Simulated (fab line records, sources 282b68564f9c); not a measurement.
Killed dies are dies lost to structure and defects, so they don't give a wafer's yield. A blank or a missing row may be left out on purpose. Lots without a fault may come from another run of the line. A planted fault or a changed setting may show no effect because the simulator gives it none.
Split-lot experiment | flow rit_cmos | 5 lots, 23 wafers read, on a route of 202 steps

THE SPLIT
At RIT_GATE_CVD_08 (deposits poly-Si from SiH4, target thk 250 nm, time 2220 s), the setting sih4_flow_sccm was moved away from the recipe's 100 sccm on 20 of the 23 wafers read, by -11.7% to +5.0%. The other wafers ran this setting at the recipe's value.

The file shows no step between the split and the reading.

THE READING
poly-Si_of_GATE_CVD_08.thk_nm (the simulator's own value, which no gauge read), in nm, at RIT_REOX_CLEAN_00 (cleans in SC1, time 600 s). The file gives no usual value for it. The 3 wafers here that ran the recipe average 246.4 nm, standard deviation 0.76 nm.

wafer  | tool, chamber at the split | sih4_flow_sccm as run, sccm | against the recipe | poly-Si_of_GATE_CVD_08.thk_nm, nm | against lot-mates on the recipe
L076.1 | -, -                       | 89.19                       | -10.8%             | 216.6                             | no lot-mate on the recipe
L076.3 | -, -                       | 89.19                       | -10.8%             | 217.7                             | no lot-mate on the recipe
L076.5 | -, -                       | 89.19                       | -10.8%             | 217.7                             | no lot-mate on the recipe
L076.4 | -, -                       | 89.19                       | -10.8%             | 216.7                             | no lot-mate on the recipe
L076.6 | -, -                       | 89.19                       | -10.8%             | 216.1                             | no lot-mate on the recipe
L077.1 | -, -                       | 105                         | +5.0%              | 258.6                             | no lot-mate on the recipe
L077.2 | -, -                       | 105                         | +5.0%              | 258.5                             | no lot-mate on the recipe
L077.6 | -, -                       | 105                         | +5.0%              | 258.5                             | no lot-mate on the recipe
L077.4 | -, -                       | 105                         | +5.0%              | 257                               | no lot-mate on the recipe
L077.5 | -, -                       | 105                         | +5.0%              | 255.3                             | no lot-mate on the recipe
L078.1 | -, -                       | 96.04                       | -4.0%              | 233                               | no lot-mate on the recipe
L078.2 | -, -                       | 96.04                       | -4.0%              | 233.8                             | no lot-mate on the recipe
L078.3 | -, -                       | 96.04                       | -4.0%              | 232.3                             | no lot-mate on the recipe
L078.4 | -, -                       | 96.04                       | -4.0%              | 233.6                             | no lot-mate on the recipe
L078.5 | -, -                       | 96.04                       | -4.0%              | 232.8                             | no lot-mate on the recipe
L081.1 | -, -                       | 88.31                       | -11.7%             | 215.4                             | no lot-mate on the recipe
L081.2 | -, -                       | 88.31                       | -11.7%             | 216.8                             | no lot-mate on the recipe
L081.4 | -, -                       | 88.31                       | -11.7%             | 217.2                             | no lot-mate on the recipe
L081.5 | -, -                       | 88.31                       | -11.7%             | 218                               | no lot-mate on the recipe
L081.6 | -, -                       | 88.31                       | -11.7%             | 216.7                             | no lot-mate on the recipe
L083.1 | lpcvd-01, 0                | 100                         | recipe             | 245.6                             | -
L083.4 | lpcvd-01, 0                | 100                         | recipe             | 247.4                             | -
L083.6 | lpcvd-01, 0                | 100                         | recipe             | 246.1                             | -

THE FIT
A straight line over all 23 wafers: poly-Si_of_GATE_CVD_08.thk_nm changes by +2.51 nm for each +1% of sih4_flow_sccm; r = +1.00; the points scatter about the line by 1.6 nm.
Too few moved wafers have a lot-mate on the recipe to fit a line with each lot's own level taken away.

THE FILE'S OWN FIT
poly-Si_of_GATE_CVD_08.thk_nm changes by +2.51 nm for each +1% of sih4_flow_sccm, r = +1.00.
